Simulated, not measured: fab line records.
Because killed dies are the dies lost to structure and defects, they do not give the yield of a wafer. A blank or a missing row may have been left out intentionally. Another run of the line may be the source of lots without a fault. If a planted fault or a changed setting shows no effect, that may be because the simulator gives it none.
One fault through the eyes of 2 desks ; flow ritCmos ; only its own numbers are on each desk; what lay behind them is given at the end

THE METROLOGY DESK
What the gauges read for every lot (on any tool): the sampled wafers with a number, averaged. Any lot whose mean is over 4 standard deviations away from the usual mean is out of limits and marked OUT; that distance is given in the brackets.
Columns: A = NWELL_RS at RIT_WELLDRIVE_RS_MEAS_01, usual 275.5 ohm/sq; B = PWELL_RS at RIT_WELLDRIVE_RS_MEAS_02, usual 429.8 ohm/sq; C = FIELD_OXIDE_LEFT_2_THK at RIT_FOX2_THK_MEAS_91, usual 257 nm; D = PSD_RS at RIT_SDANNEAL_RS_MEAS_04, usual 116.83 ohm/sq; E = M1_AL_THK at RIT_M1_THK_MEAS_02, usual 399 nm
lot;first seen here;A;B;C;D;E
L333;day 2 09:04;274.8;431.0;261;116.32;399
L334;day 2 14:53;275.5;428.7;253;117.21;404
L335;day 2 20:40;275.1;432.4;271;116.84;406
L336;day 2 21:31;275.8;429.9;260;116.57;401
L337;day 3 05:07;275.8;430.5;262;116.83;408
L338;day 3 10:13;276.4;429.1;259;117.02;403
L339;day 3 12:11;275.8;429.1;262;117.13;389
L340;day 3 17:16;275.8;430.1;268;116.89;400
L349;day 5 16:47;298.9 (+36) OUT;453.1 (+19) OUT;244;117.02;394
L350;day 5 21:51;286.1 (+16) OUT;439.4 (+8.0) OUT;252;116.44;399
L354;day 7 00:52;275.9;431.6;261;116.81;390
L355;day 7 00:52;274.5;429.6;259;116.98;396
L356;day 7 08:30;276.4;430.0;249;116.75;400
Finding of this desk: L349, L350 out of limits, first seen on L349 at day 5 16:47 (NWELL_RS at RIT_WELLDRIVE_RS_MEAS_01). L333, L334, L335, L336, L337, L338, L339, L340, L354, L355, L356 stayed within limits.

AT THE TOOL OWNER'S DESK: furnace-01
At RIT_WELLDRIVE_ANNEAL_00 (time 14700 s), the tool's own readings, given per lot that ran on this tool as the mean of the sampled wafers with a number. Any lot whose mean is over 4 standard deviations away from the usual mean is out of limits and marked OUT; that distance is given in the brackets.
Columns: A = spikeTcCentreC at RIT_WELLDRIVE_ANNEAL_00, usual 1102.8 C; B = zonePowerLoadPct at RIT_WELLDRIVE_ANNEAL_00, usual 38.3 %
lot;first seen here;A;B
L333;day 2 03:59;1102.8;38.3
L339;day 3 07:05;1103.1;38.2
L340;day 3 12:11;1103.5;38.5
L349;day 5 11:41;1068.7 (-26) OUT;41.6
L350;day 5 16:46;1069.2 (-26) OUT;41.5
Finding of this desk: L349, L350 out of limits; the first was L349 at day 5 11:41, on spikeTcCentreC at RIT_WELLDRIVE_ANNEAL_00. L333, L339, L340 stayed within limits.

ALL TOGETHER
The tool owner's desk had the chance to raise an alarm at day 5 11:41 on L349, L350.
On L349, L350, the metrology desk was in a position to raise an alarm at day 5 16:47.
On furnace-01, each named lot ran RIT_WELLDRIVE_ANNEAL_00.

WHAT HAD BEEN PUT IN BY THE SIMULATOR
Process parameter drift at RIT_WELLDRIVE_ANNEAL_00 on furnace-01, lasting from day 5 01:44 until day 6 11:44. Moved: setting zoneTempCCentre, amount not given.
Struck lots among those shown: L349, L350.
Counting hours from when the fault started, the first reading out of limits came at 10 for the tool owner's desk and at 15 for the metrology desk.
